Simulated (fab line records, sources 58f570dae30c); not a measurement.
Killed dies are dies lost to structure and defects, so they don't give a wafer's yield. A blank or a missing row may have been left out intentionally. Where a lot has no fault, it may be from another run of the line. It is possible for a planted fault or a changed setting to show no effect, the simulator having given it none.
Which of the tools did it? / flow berkeley_cmos170 / 14 lots, 42 wafers sampled, at 6 steps of a route of 331

WHAT EACH GAUGE READ, for each wafer
UCB170_FIELD_THK_MEAS_02. Usual: for FIELD_OXIDE_THK the level is 547 nm and the standard deviation is 11.
lot=L726; measured=day 5 04:29; on=film_metro-02; FIELD_OXIDE_THK (nm)=528 538 526; flag=
lot=L727; measured=day 5 15:52; on=film_metro-02; FIELD_OXIDE_THK (nm)=551 545 546; flag=
lot=L728; measured=day 5 15:47; on=film_metro-02; FIELD_OXIDE_THK (nm)=551 549 542; flag=
lot=L729; measured=day 5 15:47; on=film_metro-03; FIELD_OXIDE_THK (nm)=559 553 556; flag=
lot=L730; measured=day 5 23:23; on=film_metro-03; FIELD_OXIDE_THK (nm)=546 560 551; flag=
lot=L731; measured=day 5 23:22; on=film_metro-04; FIELD_OXIDE_THK (nm)=546 546 537; flag=
lot=L733; measured=day 6 15:32; on=film_metro-03; FIELD_OXIDE_THK (nm)=538 534 541; flag=
lot=L734; measured=day 6 20:14; on=film_metro-04; FIELD_OXIDE_THK (nm)=539 542 543; flag=
lot=L736; measured=day 7 05:19; on=film_metro-03; FIELD_OXIDE_THK (nm)=542 539 539; flag=
lot=L737; measured=day 7 05:16; on=film_metro-04; FIELD_OXIDE_THK (nm)=538 535 530; flag=
lot=L738; measured=day 7 17:36; on=film_metro-04; FIELD_OXIDE_THK (nm)=562 552 562; flag=
lot=L741; measured=day 8 01:54; on=film_metro-04; FIELD_OXIDE_THK (nm)=553 560 557; flag=
lot=L742; measured=day 8 12:55; on=film_metro-03; FIELD_OXIDE_THK (nm)=585 586 593; flag=OFF
lot=L744; measured=day 8 12:55; on=film_metro-04; FIELD_OXIDE_THK (nm)=588 588 588; flag=OFF

UCB170_FIELD_THK_MEAS_90. Usual: for FIELD_OXIDE_LEFT_1_THK the level is 431 nm and the standard deviation is 11.
lot=L726; measured=day 5 13:29; on=film_metro-03; FIELD_OXIDE_LEFT_1_THK (nm)=410 420 408; flag=
lot=L727; measured=day 6 04:28; on=film_metro-04; FIELD_OXIDE_LEFT_1_THK (nm)=434 428 429; flag=
lot=L728; measured=day 6 04:27; on=film_metro-03; FIELD_OXIDE_LEFT_1_THK (nm)=434 432 425; flag=
lot=L729; measured=day 6 04:27; on=film_metro-02; FIELD_OXIDE_LEFT_1_THK (nm)=443 436 440; flag=
lot=L730; measured=day 6 08:49; on=film_metro-02; FIELD_OXIDE_LEFT_1_THK (nm)=432 446 436; flag=
lot=L731; measured=day 6 08:48; on=film_metro-04; FIELD_OXIDE_LEFT_1_THK (nm)=429 428 420; flag=
lot=L733; measured=day 7 03:29; on=film_metro-04; FIELD_OXIDE_LEFT_1_THK (nm)=421 417 424; flag=
lot=L734; measured=day 7 03:28; on=film_metro-02; FIELD_OXIDE_LEFT_1_THK (nm)=423 425 427; flag=
lot=L736; measured=day 7 13:39; on=film_metro-04; FIELD_OXIDE_LEFT_1_THK (nm)=425 423 422; flag=
lot=L737; measured=day 7 13:40; on=film_metro-03; FIELD_OXIDE_LEFT_1_THK (nm)=421 418 413; flag=
lot=L738; measured=day 8 03:11; on=film_metro-04; FIELD_OXIDE_LEFT_1_THK (nm)=445 436 446; flag=
lot=L741; measured=day 8 09:22; on=film_metro-03; FIELD_OXIDE_LEFT_1_THK (nm)=437 444 440; flag=
lot=L742; measured=day 8 22:31; on=film_metro-04; FIELD_OXIDE_LEFT_1_THK (nm)=469 470 477; flag=OFF
lot=L744; measured=day 8 22:32; on=film_metro-02; FIELD_OXIDE_LEFT_1_THK (nm)=471 473 473; flag=OFF

UCB170_FIELD_THK_MEAS_91. Usual: for FIELD_OXIDE_LEFT_2_THK the level is 342 nm and the standard deviation is 11.
lot=L726; measured=day 6 13:02; on=film_metro-03; FIELD_OXIDE_LEFT_2_THK (nm)=321 331 319; flag=
lot=L727; measured=day 7 02:47; on=film_metro-04; FIELD_OXIDE_LEFT_2_THK (nm)=346 340 341; flag=
lot=L728; measured=day 7 02:10; on=film_metro-03; FIELD_OXIDE_LEFT_2_THK (nm)=345 343 337; flag=
lot=L729; measured=day 7 03:26; on=film_metro-03; FIELD_OXIDE_LEFT_2_THK (nm)=354 348 352; flag=
lot=L730; measured=day 7 08:26; on=film_metro-03; FIELD_OXIDE_LEFT_2_THK (nm)=344 358 349; flag=
lot=L731; measured=day 7 08:37; on=film_metro-02; FIELD_OXIDE_LEFT_2_THK (nm)=339 340 332; flag=
lot=L733; measured=day 8 00:34; on=film_metro-03; FIELD_OXIDE_LEFT_2_THK (nm)=332 328 335; flag=
lot=L734; measured=day 8 00:15; on=film_metro-03; FIELD_OXIDE_LEFT_2_THK (nm)=335 337 339; flag=
lot=L736; measured=day 8 13:44; on=film_metro-02; FIELD_OXIDE_LEFT_2_THK (nm)=336 333 333; flag=
lot=L737; measured=day 8 09:50; on=film_metro-03; FIELD_OXIDE_LEFT_2_THK (nm)=333 330 325; flag=
lot=L738; measured=day 8 20:16; on=film_metro-04; FIELD_OXIDE_LEFT_2_THK (nm)=357 348 358; flag=
lot=L741; measured=day 9 05:52; on=film_metro-03; FIELD_OXIDE_LEFT_2_THK (nm)=348 355 352; flag=
lot=L742; measured=day 9 21:48; on=film_metro-03; FIELD_OXIDE_LEFT_2_THK (nm)=381 382 389; flag=OFF
lot=L744; measured=day 9 21:41; on=film_metro-04; FIELD_OXIDE_LEFT_2_THK (nm)=384 384 384; flag=OFF

UCB170_M2_CD_MEAS_90: the cd target is 700 nm. Usual: cd_nm 699.2 nm, standard deviation 2.7.
lot=L726; measured=day 8 11:50; on=cd_sem-02; cd_nm (nm)=701.7 699.9 698.4; flag=
lot=L727; measured=day 9 00:07; on=cd_sem-01; cd_nm (nm)=693.5 696.2 694.6; flag=
lot=L728; measured=day 9 04:32; on=cd_sem-02; cd_nm (nm)=698.4 699.8 698.1; flag=
lot=L729; measured=day 9 00:49; on=cd_sem-01; cd_nm (nm)=699.5 697.3 699.3; flag=
lot=L730; measured=day 9 10:16; on=cd_sem-01; cd_nm (nm)=700.6 701.2 698.4; flag=
lot=L731; measured=day 9 09:53; on=cd_sem-01; cd_nm (nm)=699.1 699.0 697.3; flag=
lot=L733; measured=day 9 21:17; on=cd_sem-01; cd_nm (nm)=697.5 697.5 698.6; flag=
lot=L734; measured=day 9 20:11; on=cd_sem-01; cd_nm (nm)=705.0 702.2 706.7; flag=
lot=L736; measured=day 10 09:03; on=cd_sem-02; cd_nm (nm)=698.4 701.9 699.6; flag=
lot=L737; measured=day 10 10:04; on=cd_sem-01; cd_nm (nm)=700.2 698.6 698.1; flag=
lot=L738; measured=day 10 15:45; on=cd_sem-01; cd_nm (nm)=697.6 698.2 697.3; flag=
lot=L741; measured=day 11 12:10; on=cd_sem-01; cd_nm (nm)=697.5 699.2 699.4; flag=
lot=L742; measured=day 11 21:32; on=cd_sem-01; cd_nm (nm)=697.4 697.0 699.7; flag=
lot=L744; measured=day 11 20:38; on=cd_sem-01; cd_nm (nm)=700.7 700.6 701.0; flag=

TOOL THAT RAN EACH LOT (tool first, then ch and the chambers of the sampled wafers, then the start)
lot=L726; UCB170_FIELD_OXIDATION_01=furnace-02 ch 0, day 5 01:29; UCB170_M1_ETCH_11=rie_diel-02 ch 0,2,3, day 8 04:43
lot=L727; UCB170_FIELD_OXIDATION_01=furnace-04 ch 0, day 5 12:47; UCB170_M1_ETCH_11=rie_diel-02 ch 0,1,2, day 8 15:06
lot=L728; UCB170_FIELD_OXIDATION_01=furnace-04 ch 0, day 5 12:47; UCB170_M1_ETCH_11=rie_diel-03 ch 0,2,3, day 8 17:03
lot=L729; UCB170_FIELD_OXIDATION_01=furnace-04 ch 0, day 5 12:47; UCB170_M1_ETCH_11=rie_diel-01 ch 0,1, day 8 15:39
lot=L730; UCB170_FIELD_OXIDATION_01=furnace-04 ch 0, day 5 20:22; UCB170_M1_ETCH_11=rie_diel-01 ch 1,2,3, day 9 02:30
lot=L731; UCB170_FIELD_OXIDATION_01=furnace-04 ch 0, day 5 20:22; UCB170_M1_ETCH_11=rie_diel-03 ch 1,2,3, day 9 01:46
lot=L733; UCB170_FIELD_OXIDATION_01=furnace-04 ch 0, day 6 12:31; UCB170_M1_ETCH_11=rie_diel-02 ch 2,3, day 9 12:23
lot=L734; UCB170_FIELD_OXIDATION_01=furnace-01 ch 0, day 6 17:14; UCB170_M1_ETCH_11=rie_diel-03 ch 0,1,3, day 9 12:07
lot=L736; UCB170_FIELD_OXIDATION_01=furnace-04 ch 0, day 7 02:16; UCB170_M1_ETCH_11=rie_diel-02 ch 0,2,3, day 10 02:06
lot=L737; UCB170_FIELD_OXIDATION_01=furnace-04 ch 0, day 7 02:16; UCB170_M1_ETCH_11=rie_diel-02 ch 0,2, day 10 03:26
lot=L738; UCB170_FIELD_OXIDATION_01=furnace-01 ch 0, day 7 14:35; UCB170_M1_ETCH_11=rie_diel-02 ch 0,2,3, day 10 08:11
lot=L741; UCB170_FIELD_OXIDATION_01=furnace-01 ch 0, day 7 22:53; UCB170_M1_ETCH_11=rie_diel-01 ch 1,2, day 11 04:44
lot=L742; UCB170_FIELD_OXIDATION_01=furnace-01 ch 0, day 8 09:55; UCB170_M1_ETCH_11=rie_diel-01 ch 0,2, day 11 14:37
lot=L744; UCB170_FIELD_OXIDATION_01=furnace-01 ch 0, day 8 09:55; UCB170_M1_ETCH_11=rie_diel-02 ch 0,2, day 11 13:12
- UCB170_FIELD_OXIDATION_01: target thk 558.3 nm, ox time 6964 s.
- UCB170_M1_ETCH_11: etches BARC in N2/H2.

WHAT THE TOOLS THEMSELVES READ (means of the sampled wafers that have a number; where no wafer has one, the mark that the record gives instead)
UCB170_FIELD_OXIDATION_01. Usual: spike_tc_centre_C 1001.2 C, standard deviation 1.2; spike_tc_load_C 1027.4 C, standard deviation 1.8; spike_tc_source_C 1024.2 C, standard deviation 1.3; tube_center_temp_C 1000 C, standard deviation 0.092; tube_center_temp_C_max 1002.6, standard deviation 0.43.
lot=L726; tool=furnace-02; spike_tc_centre_C (C)=1001.2; spike_tc_load_C (C)=1021.0; spike_tc_source_C (C)=1024.3; tube_center_temp_C (C)=1000; tube_center_temp_C_max=1002.6; flag=OFF
lot=L727; tool=furnace-04; spike_tc_centre_C (C)=1000.6; spike_tc_load_C (C)=1027.9; spike_tc_source_C (C)=1024.2; tube_center_temp_C (C)=1000; tube_center_temp_C_max=1002.7; flag=
lot=L728; tool=furnace-04; spike_tc_centre_C (C)=999.7; spike_tc_load_C (C)=1028.4; spike_tc_source_C (C)=1025.0; tube_center_temp_C (C)=1000; tube_center_temp_C_max=1002.5; flag=
lot=L729; tool=furnace-04; spike_tc_centre_C (C)=1000.6; spike_tc_load_C (C)=1028.0; spike_tc_source_C (C)=1024.5; tube_center_temp_C (C)=1000; tube_center_temp_C_max=1002.9; flag=
lot=L730; tool=furnace-04; spike_tc_centre_C (C)=1000.9; spike_tc_load_C (C)=1028.6; spike_tc_source_C (C)=1025.3; tube_center_temp_C (C)=1000; tube_center_temp_C_max=1002.8; flag=
lot=L731; tool=furnace-04; spike_tc_centre_C (C)=1000.7; spike_tc_load_C (C)=1028.9; spike_tc_source_C (C)=1025.1; tube_center_temp_C (C)=1000; tube_center_temp_C_max=1002.1; flag=
lot=L733; tool=furnace-04; spike_tc_centre_C (C)=1001.1; spike_tc_load_C (C)=1029.3; spike_tc_source_C (C)=1025.6; tube_center_temp_C (C)=1000; tube_center_temp_C_max=1002.3; flag=
lot=L734; tool=furnace-01; spike_tc_centre_C (C)=1001.5; spike_tc_load_C (C)=1026.8; spike_tc_source_C (C)=1023.1; tube_center_temp_C (C)=1000; tube_center_temp_C_max=1002.3; flag=
lot=L736; tool=furnace-04; spike_tc_centre_C (C)=1000.8; spike_tc_load_C (C)=1027.7; spike_tc_source_C (C)=1024.5; tube_center_temp_C (C)=1000; tube_center_temp_C_max=1002.8; flag=
lot=L737; tool=furnace-04; spike_tc_centre_C (C)=1000.8; spike_tc_load_C (C)=1028.1; spike_tc_source_C (C)=1024.8; tube_center_temp_C (C)=1000; tube_center_temp_C_max=1002.5; flag=
lot=L738; tool=furnace-01; spike_tc_centre_C (C)=1003.0; spike_tc_load_C (C)=1027.5; spike_tc_source_C (C)=1023.6; tube_center_temp_C (C)=1000; tube_center_temp_C_max=1002.3; flag=
lot=L741; tool=furnace-01; spike_tc_centre_C (C)=1002.5; spike_tc_load_C (C)=1027.2; spike_tc_source_C (C)=1023.9; tube_center_temp_C (C)=1000; tube_center_temp_C_max=1002.2; flag=
lot=L742; tool=furnace-01; spike_tc_centre_C (C)=1010.9; spike_tc_load_C (C)=1035.6; spike_tc_source_C (C)=1031.7; tube_center_temp_C (C)=1008; tube_center_temp_C_max=1010.7; flag=OFF
lot=L744; tool=furnace-01; spike_tc_centre_C (C)=1010.7; spike_tc_load_C (C)=1035.9; spike_tc_source_C (C)=1029.8; tube_center_temp_C (C)=1008; tube_center_temp_C_max=1010.5; flag=OFF

UCB170_M1_ETCH_11. Usual: drypump_motor_current_A 5.5 A, standard deviation 0.5; oes_product_au 1.000 a.u., standard deviation 0.015; throttle_valve_pct 13.31 %, standard deviation 0.19.
lot=L726; tool=rie_diel-02; drypump_motor_current_A (A)=5.4; oes_product_au (a.u.)=1.002; throttle_valve_pct (%)=13.37; flag=
lot=L727; tool=rie_diel-02; drypump_motor_current_A (A)=5.5; oes_product_au (a.u.)=1.000; throttle_valve_pct (%)=13.23; flag=
lot=L728; tool=rie_diel-03; drypump_motor_current_A (A)=5.1; oes_product_au (a.u.)=1.009; throttle_valve_pct (%)=13.27; flag=
lot=L729; tool=rie_diel-01; drypump_motor_current_A (A)=6.0; oes_product_au (a.u.)=1.007; throttle_valve_pct (%)=13.45; flag=
lot=L730; tool=rie_diel-01; drypump_motor_current_A (A)=6.1; oes_product_au (a.u.)=0.998; throttle_valve_pct (%)=13.47; flag=
lot=L731; tool=rie_diel-03; drypump_motor_current_A (A)=5.2; oes_product_au (a.u.)=0.996; throttle_valve_pct (%)=13.22; flag=
lot=L733; tool=rie_diel-02; drypump_motor_current_A (A)=5.2; oes_product_au (a.u.)=0.992; throttle_valve_pct (%)=13.38; flag=
lot=L734; tool=rie_diel-03; drypump_motor_current_A (A)=5.0; oes_product_au (a.u.)=0.997; throttle_valve_pct (%)=13.18; flag=
lot=L736; tool=rie_diel-02; drypump_motor_current_A (A)=5.4; oes_product_au (a.u.)=0.995; throttle_valve_pct (%)=13.39; flag=
lot=L737; tool=rie_diel-02; drypump_motor_current_A (A)=5.6; oes_product_au (a.u.)=1.004; throttle_valve_pct (%)=13.38; flag=
lot=L738; tool=rie_diel-02; drypump_motor_current_A (A)=5.4; oes_product_au (a.u.)=0.995; throttle_valve_pct (%)=13.38; flag=
lot=L741; tool=rie_diel-01; drypump_motor_current_A (A)=6.2; oes_product_au (a.u.)=0.996; throttle_valve_pct (%)=13.33; flag=
lot=L742; tool=rie_diel-01; drypump_motor_current_A (A)=5.8; oes_product_au (a.u.)=1.001; throttle_valve_pct (%)=13.24; flag=
lot=L744; tool=rie_diel-02; drypump_motor_current_A (A)=5.6; oes_product_au (a.u.)=0.998; throttle_valve_pct (%)=13.39; flag=

THE ANSWER, worked out from the rows above alone
Rule: take the mean of a lot's wafers that have a number; if it is more than 3 standard deviations from the usual mean, the lot is off. A lot without any number at a reading at which 4 lots or more have one is off too. Where the step has rows for the other lots, those lots are counted as sound. Order of review: gauges by route order, followed by the tools' own readings, for which a lot's mean as printed above is used. At the first step where some lot is off, the reading lying furthest off is the one used; lots without a number count as furthest.
Off: L742, L744, at UCB170_FIELD_THK_MEAS_02 (FIELD_OXIDE_THK).
If a tool, at a process step before that reading, ran all the lots that are off and no sound lot after the first of them, it fits. The gauges at UCB170_FIELD_THK_MEAS_02 aren't tried: what is off there is off at UCB170_FIELD_OXIDATION_01 too, on other tools, and a gauge's error can't cause that. One fits: UCB170_FIELD_OXIDATION_01 on furnace-01. A fault onset in the window from L741 (day 7 22:53, its last sound lot) to L742 (day 8 09:55, its first lot off) fits.
The tool's own readings at UCB170_FIELD_OXIDATION_01 bear it out: on the lots that are off they differ by more than 5 times the standard deviation of the sound lots' means. spike_tc_centre_C reads 1010.8 C there against 1001.1 C on the sound lots; spike_tc_source_C reads 1030.8 C there against 1024.5 C on the sound lots; tube_center_temp_C reads 1008 C there against 1000 C on the sound lots; tube_center_temp_C_max reads 1010.6 there against 1002.5 on the sound lots.

WHAT THE SIMULATOR PUT IN
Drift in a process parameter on furnace-01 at UCB170_FIELD_OXIDATION_01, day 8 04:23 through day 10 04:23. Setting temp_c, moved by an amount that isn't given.
Struck lots among those shown: L742, L744. This agrees with what the rule above found.
